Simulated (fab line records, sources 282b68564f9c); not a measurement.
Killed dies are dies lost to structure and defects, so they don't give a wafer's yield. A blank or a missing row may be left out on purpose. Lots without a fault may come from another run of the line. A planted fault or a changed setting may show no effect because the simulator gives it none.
A struck lot beside a sound one | flow rit_cmos | 17 steps out of a route of 202
Sound: wafers L878.1, L878.4, L878.5. Struck: wafers L885.1, L885.3, L885.5. The cause comes at the end.
At each step with rows: each side's tool, then ch and its chambers, then its first start. Under that, the readings that differ: sound wafers | struck wafers | difference of the means | sigmas: that difference in standard deviations of wafers without a fault.
alike: readings whose means differ by less than 2 such deviations, and words and numbers that are the same on both sides. not compared: withheld readings, readings that some wafer has no value for, bounds like >300 that may hide the same value, and numbers for which the record gives no deviation and whose values overlap.
The two part at a step that has a row with sigmas, a row that says differs or no value, or rows on one side only. Numbers that don't overlap but have no deviation are shown without sigmas and don't part them. A reading that every wafer of one side lacks parts them only if that side has two wafers or more.

RIT_PWELL_TW_MEAS_10:
  sound on film_metro-04, day 5 08:18; struck on film_metro-04, day 6 18:59
  alike: PWELL_TW
then, 1 step without rows for these wafers: RIT_WELLDRIVE_ANNEAL_00 (time 14700 s).
RIT_WELLDRIVE_RS_MEAS_01: measures by four-point-probe.
  sound on film_metro-01, day 5 13:26; struck on film_metro-01, day 7 00:07
  alike: NWELL_RS
RIT_WELLDRIVE_RS_MEAS_02: measures by four-point-probe.
  sound on film_metro-01, day 5 13:34; struck on film_metro-01, day 7 00:14
  alike: PWELL_RS
then, 6 steps without rows for these wafers: RIT_NRETRO_HMDS_00 (prime time 60 s); RIT_NRETRO_COAT_01 (resist thk 1288 nm); RIT_NRETRO_SOFTBAKE_02 (time 60 s); RIT_NRETRO_EXPOSE_03 (exposes mask M4, target cd 43900 nm); RIT_NRETRO_PEB_04; RIT_NRETRO_DEVELOP_05 (develop time 68 s).
RIT_NRETRO_OVL_MEAS_06:
  sound on overlay-01, day 5 14:34; struck on overlay-02, day 7 01:22
  alike: NRETRO_OVL
then, 1 step without rows for these wafers: RIT_NRETRO_HARDBAKE_07 (time 120 s).
RIT_NRETRO_IMPLANT_08:
  sound on implanter-01 ch 0, day 5 14:52; struck on implanter-04 ch 0, day 7 01:39
  reading            | sound          | struck            | difference | sigmas
  beam_on_s (s)      | 9.92 9.77 9.98 | 13.41 14.37 14.68 | +4.26      | +21
  faraday_current_uA | 32.0 32.4 31.7 | 23.6 22.1 21.7    | -9.6       | -15
RIT_NRETRO_STRIP_09: strips in O2, time 180 s.
  sound on plasma_asher-03 ch 0,1, day 5 15:02; struck on plasma_asher-01 ch 0, day 7 01:48
  alike: drypump_motor_current_A
  not compared: rf_hours_counter_h
RIT_NRETRO_TW_MEAS_10:
  sound on film_metro-03, day 5 15:13; struck on film_metro-01, day 7 01:59
  reading   | sound          | struck         | difference | sigmas
  NRETRO_TW | 1050 1048 1050 | 1179 1188 1181 | +133       | +20
then, 1 step without rows for these wafers: RIT_PRETRO_HMDS_00 (prime time 60 s).
RIT_M1_PROBE_99:
  sound on prober-01, day 6 18:31; struck on prober-02, day 8 04:15
  reading                                 | sound             | struck            | difference | sigmas
  killed_short                            | 1 0 2             | 6 5 4             | +4         | +2
  model.etest.pmos_0p3.r_on_ohm_um        | 6232 6180 6168    | 6596 6575 6628    | +406       |
  model.etest.pmos_turned.r_on_ohm_um     | 3280 3228 3224    | 3543 3537 3587    | +312       |
  model.etest.pmos_0p15.r_on_ohm_um       | 2671 2651 2617    | 2809 2822 2869    | +187       |
  model.etest.pmos_0p15.drive_ua_um       | 265.5 271.4 275   | 237.9 239.2 236.4 | -32.8      |
  model.etest.pmos_turned.drive_ua_um     | 203.2 207.2 210   | 174.8 176.3 175.5 | -31.3      |
  model.etest.pmos_narrow.drive_ua_um     | 101.9 103.8 102.4 | 91.96 93.15 91.85 | -10.38     |
  model.etest.pmos_0p3.drive_ua_um        | 102 102.5 103.8   | 90.33 91.86 89.68 | -12.14     |
  model.etest.well_edge_right.line_ohm_um | 181.7 184 185.4   | 174 175.4 177.6   | -8         |
  alike: killed_at_contacts, killed_at_front_end, killed_dies, killed_open

WHERE THEY PART
First at RIT_NRETRO_IMPLANT_08; last, within this record, at RIT_M1_PROBE_99.

WHY: what the simulator had put in
Process parameter drift: implanter-04, from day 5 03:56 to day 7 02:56, at RIT_NRETRO_IMPLANT_08. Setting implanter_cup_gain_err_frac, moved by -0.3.
